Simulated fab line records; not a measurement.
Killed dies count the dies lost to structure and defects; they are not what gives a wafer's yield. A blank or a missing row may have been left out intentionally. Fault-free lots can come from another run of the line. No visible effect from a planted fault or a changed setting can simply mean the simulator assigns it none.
Split-lot study | flow berkeley cmos170 | 23 wafers read from 5 lots, route of 331 steps

== ON THE SPLIT ==
At UCB170_PLDD_COAT_01 (resist thk 900 nm), the setting spin rpm was moved away from the recipe's 1500 rpm on 7 of the 23 wafers read, by -7.1% to +6.1%. The other wafers ran this setting at the recipe's value.

Reading taken at the split's own step.

== THE READING ==
KrF_of_PLDD_COAT_01.thk nm (the simulator's own value, which no gauge read), in nm, at UCB170_PLDD_COAT_01 (resist thk 900 nm). There is no usual value for it anywhere in the file. Average 899.0 nm, standard deviation 2.2 nm, over the 16 wafers here run with the recipe.

wafer  | tool, chamber at the split | spin rpm as run, rpm | against the recipe | KrF_of_PLDD_COAT_01.thk nm, nm | against lot-mates on the recipe
L076.1 | litho track-01, 0          | 1500                 | recipe             | 897.6                          | -
L076.2 | litho track-01, 0          | 1500                 | recipe             | 898.4                          | -
L076.3 | litho track-01, 0          | 1592                 | +6.1%              | 874                            | -23.9
L076.4 | litho track-01, 0          | 1592                 | +6.1%              | 872.2                          | -25.7
L076.6 | litho track-01, 0          | 1500                 | recipe             | 897.7                          | -
L077.1 | litho track-01, 0          | 1547                 | +3.1%              | 882.2                          | -12.5
L077.2 | litho track-01, 0          | 1547                 | +3.1%              | 883.8                          | -10.9
L077.3 | litho track-01, 0          | 1547                 | +3.1%              | 882.5                          | -12.2
L077.4 | litho track-01, 0          | 1500                 | recipe             | 893.5                          | -
L077.6 | litho track-01, 0          | 1500                 | recipe             | 895.9                          | -
L081.4 | litho track-02, 0          | 1500                 | recipe             | 898.2                          | -
L081.5 | litho track-02, 0          | 1500                 | recipe             | 899.5                          | -
L081.6 | litho track-02, 0          | 1500                 | recipe             | 903.1                          | -
L085.1 | litho track-01, 0          | 1500                 | recipe             | 899.7                          | -
L085.2 | litho track-01, 0          | 1394                 | -7.1%              | 932.7                          | +32.3
L085.4 | litho track-01, 0          | 1500                 | recipe             | 899.8                          | -
L085.5 | litho track-01, 0          | 1500                 | recipe             | 901.7                          | -
L085.6 | litho track-01, 0          | 1394                 | -7.1%              | 933.7                          | +33.3
L084.1 | litho track-03, 0          | 1500                 | recipe             | 897.7                          | -
L084.2 | litho track-03, 0          | 1500                 | recipe             | 899.3                          | -
L084.3 | litho track-03, 0          | 1500                 | recipe             | 899.6                          | -
L084.5 | litho track-03, 0          | 1500                 | recipe             | 900.8                          | -
L084.6 | litho track-03, 0          | 1500                 | recipe             | 901                            | -

THE FIT
A straight line over all 23 wafers: KrF_of_PLDD_COAT_01.thk nm changes by -4.66 nm for each +1% of spin rpm; r = -0.99; the points scatter about the line by 2.3 nm.
The same after taking each lot's own level away (the mean of its wafers on the recipe; 23 wafers): -4.32 nm for each +1%; r = -0.99; scatter 1.5 nm.
On that fit, the largest move of spin rpm shifts the reading by 31 nm.
The span of the lots' own levels, 894.70 to 900.40 nm, comes to 2.6 times the standard deviation stated above.
Hence the lot-to-lot level has little effect on the slope; both slopes agree.
Check: with one of the wafers moved furthest among these (-7.1%) left out of the fit, the line predicts +30.5 nm for it against its lot-mates. Against them it came out at +32.3 nm.

== THESE WAFERS: OTHER SPLITS ==
These wafers also went through other splits before the reading. Each is held against what the fit with the lots' levels taken away leaves over:
other split on the same wafers     | wafers away from the commonest value | r with KrF_of_PLDD_COAT_01.thk nm (lot level and that fit taken away)
UCB170_ZERO_COAT_01 resist thk nm  | 4                                    | +0.01
UCB170_NWELL_OXIDATION_01 temp c   | 18                                   | +0.00
UCB170_PWELL_OXIDATION_02 temp c   | 18                                   | +0.24
UCB170_PWELL_IMPLANT_15 energy kev | 10                                   | -0.28
UCB170_PFIELD_COAT_01 spin rpm     | 7                                    | -0.13
UCB170_PVT_COAT_01 resist thk nm   | 8                                    | +0.08

== THE WHOLE CHAIN: every reading that the file lists as answering this split, in the file's order ==
step                 | what it does      | reading                                                                     | change (the file's fit)              | r (the file's)
UCB170_PLDD_COAT_01  | resist thk 900 nm | KrF_of_PLDD_COAT_01.thk nm (the simulator's own value, which no gauge read) | -4.32 nm for each +1% of the setting | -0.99
UCB170_PLDD_STRIP_10 | strips in O2      | strip time to endpoint s                                                    | withheld for each +1% of the setting | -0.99

== FILE'S OWN FIT ==
KrF_of_PLDD_COAT_01.thk nm changes by -4.32 nm for each +1% of spin rpm, r = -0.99.
